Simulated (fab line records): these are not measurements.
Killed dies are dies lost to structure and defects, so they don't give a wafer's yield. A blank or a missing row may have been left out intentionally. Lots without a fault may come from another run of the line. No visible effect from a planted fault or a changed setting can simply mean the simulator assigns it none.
Which tool is to blame? | flow rit cmos | 18 wafers from 6 lots sampled at 2 of the route's 202 steps

== WHAT THE GAUGES READ, wafer by wafer ==
RIT_FOX1_THK_MEAS_01.
lot  | measured    | on            | FOX1_OXIDE_THK (nm)
L809 | day 1 23:55 | film metro-01 | 360 359 355
L812 | day 2 14:29 | film metro-02 | 315 315 322
L821 | day 4 11:40 | film metro-01 | 341 350 350
L825 | day 5 07:09 | film metro-03 | 337 346 343
L827 | day 5 17:19 | film metro-01 | 352 351 347
L829 | day 6 04:32 | film metro-02 | 331 336 340

== WHICH TOOL RAN EACH LOT (tool, then ch and the chambers of the sampled wafers, then the start) ==
lot  | RIT_FOX1_OXIDATION_00
L809 | furnace-04 ch 0, day 1 22:37
L812 | furnace-04 ch 0, day 2 13:10
L821 | furnace-03 ch 0, day 4 10:21
L825 | furnace-03 ch 0, day 5 05:50
L827 | furnace-01 ch 0, day 5 15:58
L829 | furnace-01 ch 0, day 6 03:13
- RIT_FOX1_OXIDATION_00: target thk 350.7 nm, ox time 1130 s.

== THE ANSWER, worked out from the rows above alone ==
Rule: usual is defined by the lots themselves. Put in order of their means at a reading, lots are off if they are a third of the lots or fewer, leave a main group of 4 or more, and stand apart from it by a gap of 3 or more times the standard deviation of the main group's means; of several such gaps the widest counts. The tables above print the reading to a certain number of digits; a main group whose means all agree to those digits is not used. A lot without any number at a reading at which 4 lots or more have one is off too. All remaining lots with rows at the step are treated as sound.
None of the lots is off at any reading shown; this tells nothing.

== WHAT THE SIMULATOR HAD PUT IN ==
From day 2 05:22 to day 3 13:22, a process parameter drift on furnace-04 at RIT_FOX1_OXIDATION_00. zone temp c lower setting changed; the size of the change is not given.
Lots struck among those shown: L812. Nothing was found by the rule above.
